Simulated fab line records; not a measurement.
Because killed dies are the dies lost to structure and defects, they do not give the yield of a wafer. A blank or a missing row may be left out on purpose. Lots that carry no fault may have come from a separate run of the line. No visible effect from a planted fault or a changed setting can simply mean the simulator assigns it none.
A struck lot beside a sound one | flow berkeleyCmos170 | 44 steps out of a route of 331
Sound: wafers L108.1, L108.4, L108.5. Struck: wafer L122.3 (L122.2, L122.4, from the same lot, were not struck and are left out); the cause is given at the end.
Per side, at each step with rows, come the tool, then ch with its chambers, and then its first start. Under that, the readings that differ: sound wafers | struck wafers | difference of the means | sigmas: that difference in standard deviations of wafers without a fault.
alike: a reading whose means differ by less than 2 such deviations, as well as words and numbers matching on both sides. not compared: withheld readings; readings where some wafer has no value; bounds like >300 that might hide an equal value; numbers whose values overlap and for which the record gives no deviation.
Wherever a step has rows on one side only, a row that says differs or no value, or a row with sigmas, the two part there. Numbers that don't overlap but have no deviation are shown without sigmas and don't part them. Lack of a reading on every wafer of one side parts them only where that side has two or more wafers.

first, 3 steps without rows for these wafers: UCB170_M1_EXPOSE_06 (exposes mask METAL1, target cd 700 nm); UCB170_M1_PEB_07; UCB170_M1_DEVELOP_08 (develop time 45 s).
UCB170_M1_CD_MEAS_09 targets a cd of 700 nm.
  struck on cdSem-01, day 9 22:08; sound on cdSem-01, day 7 00:51
  alike: cdNm
UCB170_M1_OVL_MEAS_10:
  struck on overlay-02, day 9 22:14; sound on overlay-01, day 7 00:58
  alike: M1_OVL
UCB170_M1_ETCH_11: etches BARC in N2/H2.
  sound on rieDiel-04 ch 1,2,3, day 7 01:00; struck on rieDiel-02 ch 2, day 9 22:16
  alike: drypumpMotorCurrentA, oesProductAu, throttleValvePct
UCB170_M1_METAL_ETCH_12: etches Al in Cl2/BCl3, stops on PSG, target depth 780 nm, time 130 s.
  sound on rieMetal-02 ch 1, day 7 01:02; struck on rieMetal-03 ch 1, day 9 22:19
reading                  | sound       | struck | difference | sigmas
drypumpMotorCurrentA (A) | 5.8 5.8 5.9 | 4.8    | -1.0       | -3
  alike: oesProductAu, throttleValvePct
  not compared: rfHoursCounterH
then, 1 step without rows for these wafers: UCB170_M1_STRIP_13 (strips in O2).
UCB170_M1_CD_MEAS_90 targets a cd of 700 nm.
  struck on cdSem-02, day 9 22:34; sound on cdSem-01, day 7 01:17
  alike: cdNm
then, 1 step without rows for these wafers: UCB170_M1_ANNEAL_14 (time 1200 s).
UCB170_V1_CVD_00: deposits SiO2 from TEOS/O2, target thk 2000 nm, time 250 s.
  sound on pecvd-03 ch 0,1, day 7 04:20; struck on pecvd-04 ch 0, day 10 02:51
  alike: heaterPowerW
UCB170_V1_THK_MEAS_01:
  struck on filmMetro-04, day 10 03:06; sound on filmMetro-01, day 7 04:33
reading          | sound          | struck | difference | sigmas
V1_TEOS_THK (nm) | 1985 2034 2009 | 1955   | -54        | -2
UCB170_V1_CMP_02: polishes SiO2.
  sound on cmp-01 ch 2,3, day 7 04:51; struck on cmp-01 ch 0, day 10 03:09
reading                            | sound           | struck | difference | sigmas
model.SiO2_of_V1_CVD_00.thkNm (nm) | 1001 999.9 1001 | 750.7  | -249.9     | 
  alike: motorCurrentA
UCB170_V1_BOW_MEAS_03:
  struck on filmMetro-02, day 10 03:28; sound on filmMetro-02, day 7 05:09
  alike: V1_BOW
UCB170_V1_THK_MEAS_04:
  struck on filmMetro-02, day 10 03:35; sound on filmMetro-02, day 7 05:16
reading              | sound               | struck | difference | sigmas
V1_POLISHED_THK (nm) | 1001.7 999.4 1000.2 | 750.7  | -249.7     | -99 or more
then, 7 steps without rows for these wafers: UCB170_V1_CLEAN_05 (cleans in DIW); UCB170_V1_HMDS_06 (prime time 60 s); UCB170_V1_COAT_07 (resist thk 900 nm); UCB170_V1_SOFTBAKE_08 (time 60 s); UCB170_V1_EXPOSE_09 (exposes mask VIA1, target cd 700 nm); UCB170_V1_PEB_10; UCB170_V1_DEVELOP_11 (develop time 45 s).
UCB170_V1_CD_MEAS_12 targets a cd of 700 nm.
  struck on cdSem-01, day 10 04:52; sound on cdSem-01, day 7 06:49
  alike: cdNm
UCB170_V1_OVL_MEAS_13:
  struck on overlay-01, day 10 04:58; sound on overlay-01, day 7 06:56
  alike: V1_OVL
UCB170_V1_ETCH_14: etches SiO2 in CHF3/CF4/Ar, stops on Al, target depth 1250 nm, time 291 s.
  sound on rieDiel-03 ch 0,2,3, day 7 06:59; struck on rieDiel-04 ch 3, day 10 05:00
reading                      | sound             | struck | difference | sigmas
oesProductAu (a.u.)          | 0.884 0.879 0.889 | 0.754  | -0.130     | -9
throttleValvePct (%)         | 6.87 6.84 6.82    | 7.07   | +0.23      | +3
model.etch.depthNm (nm)      | 1001 999.9 1001   | 750.7  | -249.9     | 
model.V1.featureDepthNm (nm) | 1001 999.9 1001   | 750.7  | -249.9     | 
  alike: cf4FlowSccm, drypumpMotorCurrentA
  not compared: rfHoursCounterH
UCB170_V1_STRIP_15: strips in O2.
  sound on plasmaAsher-04 ch 0,1, day 7 07:10; struck on plasmaAsher-03 ch 0, day 10 05:11
  alike: drypumpMotorCurrentA, oesProductAu, stripTimeToEndpointS
  not compared: rfHoursCounterH
UCB170_V1_CD_MEAS_90 targets a cd of 700 nm.
  struck on cdSem-02, day 10 05:18; sound on cdSem-01, day 7 07:16
  alike: cdNm
then, 2 steps without rows for these wafers: UCB170_M2_PRE_CLEAN_00 (preclean etch time 60 s); UCB170_M2_SPUTTER_01 (material Al, target thk 900 nm, time 120 s).
UCB170_M2_RS_MEAS_02: uses a four-point probe to measure.
  struck on filmMetro-03, day 10 05:35; sound on filmMetro-01, day 7 07:32
  alike: M2_AL_RS
UCB170_M2_THK_MEAS_03: measures by xrf.
  struck on filmMetro-03, day 10 05:42; sound on filmMetro-01, day 7 07:39
  alike: M2_AL_THK
then, 3 steps without rows for these wafers: UCB170_M2_HMDS_04 (prime time 60 s); UCB170_M2_COAT_05 (resist thk 900 nm); UCB170_M2_SOFTBAKE_06 (time 60 s).
UCB170_M2_STRIP_07: strips in O2.
  sound on plasmaAsher-03 ch 1, day 7 08:28; struck on plasmaAsher-04 ch 0, day 10 06:12
reading                  | sound       | struck | difference | sigmas
drypumpMotorCurrentA (A) | 5.1 5.1 5.1 | 6.3    | +1.2       | +2
  alike: oesProductAu, stripTimeToEndpointS
  not compared: rfHoursCounterH
then, 7 steps without rows for these wafers: UCB170_M2_STRIP_08 (strips KrF in DMSO, time 600 s); UCB170_M2_COAT_09; UCB170_M2_COAT_10 (resist thk 900 nm); UCB170_M2_SOFTBAKE_11 (time 60 s); UCB170_M2_EXPOSE_12 (exposes mask METAL2, target cd 700 nm); UCB170_M2_PEB_13; UCB170_M2_DEVELOP_14 (develop time 45 s).
UCB170_M2_METAL_ETCH_18: etches Al in Cl2/BCl3, stops on SiO2, target depth 1170 nm, time 195 s.
  sound on rieMetal-02 ch 0,1, day 7 10:20; struck on rieMetal-01 ch 0, day 10 07:31
reading                            | sound             | struck | difference | sigmas
model.SiO2_of_V1_CVD_00.thkNm (nm) | 936.8 935.6 937.6 | 686.7  | -250.0     | 
  alike: drypumpMotorCurrentA, oesProductAu, throttleValvePct
  not compared: rfHoursCounterH
UCB170_M3_PROBE_99:
  only the struck wafers here have rows in the record (prober-02, day 10 13:34); the sound ones have none

WHERE THEY PART
Earliest at UCB170_M1_METAL_ETCH_12; latest, in this record, at UCB170_M3_PROBE_99.

WHY: what had been put in by the simulator
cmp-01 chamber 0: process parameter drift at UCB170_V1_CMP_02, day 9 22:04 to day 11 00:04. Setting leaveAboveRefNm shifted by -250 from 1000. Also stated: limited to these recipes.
